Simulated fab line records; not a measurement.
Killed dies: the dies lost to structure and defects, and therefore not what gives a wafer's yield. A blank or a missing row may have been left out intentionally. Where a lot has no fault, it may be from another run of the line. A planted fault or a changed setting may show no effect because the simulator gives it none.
Struck lot and sound lot, side by side    flow ritCmos    18 out of 202 route steps
Sound: these wafers, L502.1, L502.2, L502.6. Wafers L499.1, L499.3, L499.6 were the ones struck. The cause comes at the end.
For every step that has rows: the tool of each side, followed by ch and its chambers, followed by its first start. Under that, the readings that differ: sound wafers    struck wafers    difference of the means    sigmas: that difference in standard deviations of wafers without a fault.
alike: a reading whose means differ by less than 2 such deviations, as well as words and numbers matching on both sides. not compared: withheld readings; readings where some wafer has no value; bounds like >300 that might hide an equal value; numbers whose values overlap and for which the record gives no deviation.
A row with sigmas, a row that says differs or no value, or rows on one side alone: a step with any of these is where the two part. Numbers that have no deviation but don't overlap get no sigmas and don't part them. A reading that every wafer of one side lacks parts them only if that side has two wafers or more.

first, 5 steps without rows for these wafers: RIT_NSD_COAT_01 (resist thk 1000 nm); RIT_NSD_SOFTBAKE_02 (time 60 s); RIT_NSD_EXPOSE_03 (exposes mask M9, target cd 40700 nm); RIT_NSD_PEB_04; RIT_NSD_DEVELOP_05 (develop time 50 s).
RIT_NSD_OVL_MEAS_06:
  sound on overlay-02, day 5 16:31; struck on overlay-01, day 5 06:13
  alike: NSD_OVL
then, 2 steps without rows for these wafers: RIT_NSD_HARDBAKE_07 (time 60 s); RIT_NSD_IMPLANT_08.
RIT_NSD_STRIP_09: strips in O2, time 180 s.
  sound on plasmaAsher-01 ch 0,1, day 5 16:52; struck on plasmaAsher-04 ch 0,1, day 5 06:34
  alike: drypumpMotorCurrentA
  not compared: rfHoursCounterH
RIT_NSD_TW_MEAS_10:
  sound on filmMetro-03, day 5 17:02; struck on filmMetro-03, day 5 06:44
  alike: NSD_TW
then, 2 steps without rows for these wafers: RIT_PSD_HMDS_00 (prime time 60 s); RIT_PSD_COAT_01 (resist thk 1000 nm).
RIT_PSD_SOFTBAKE_02: time 60 s.
  sound on lithoTrack-03 ch 0, day 5 17:24; struck on lithoTrack-02 ch 0, day 5 07:05
reading                                  sound              struck             difference  sigmas
heaterPowerTotalW (W)                    34.56 34.47 34.57  38.87 38.82 38.78  +4.29       +89
plateTempC (C)                           90.02 89.98 89.97  97.86 97.87 97.75  +7.84       +60
model.NOVOLAK_of_PSD_COAT_01.thkNm (nm)  1004 1006 1005     979.7 980.1 979.9  -25.1       
  alike: exhaustPa
then, 2 steps without rows for these wafers: RIT_PSD_EXPOSE_03 (exposes mask M10, target cd 40900 nm); RIT_PSD_PEB_04.
RIT_PSD_DEVELOP_05: develop time 50 s.
  sound: lithoTrack-02 ch 0; struck: lithoTrack-04 ch 0
reading                                  sound           struck             difference  sigmas
model.NOVOLAK_of_PSD_COAT_01.thkNm (nm)  1004 1006 1005  979.4 979.8 979.6  -25.4       
  alike: exhaustPa
RIT_PSD_OVL_MEAS_06:
  sound on overlay-01, day 5 18:04; struck on overlay-01, day 5 07:43
  alike: PSD_OVL
RIT_M1_PROBE_99:
  sound on prober-01, day 6 02:50; struck on prober-02, day 5 16:47
  alike: killed_at_M0_to_M3, killedAtContacts, killedAtFrontEnd, killedDies, killedOpen, killedShort

== WHERE THEY PART ==
At RIT_PSD_SOFTBAKE_02 and nowhere else, as far as this record goes. Later steps at which nothing parts them and some readings are alike: RIT_PSD_DEVELOP_05, RIT_PSD_OVL_MEAS_06, RIT_M1_PROBE_99.

WHY: the cause the simulator had injected
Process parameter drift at RIT_PSD_SOFTBAKE_02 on lithoTrack-02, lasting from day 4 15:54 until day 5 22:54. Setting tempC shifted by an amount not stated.
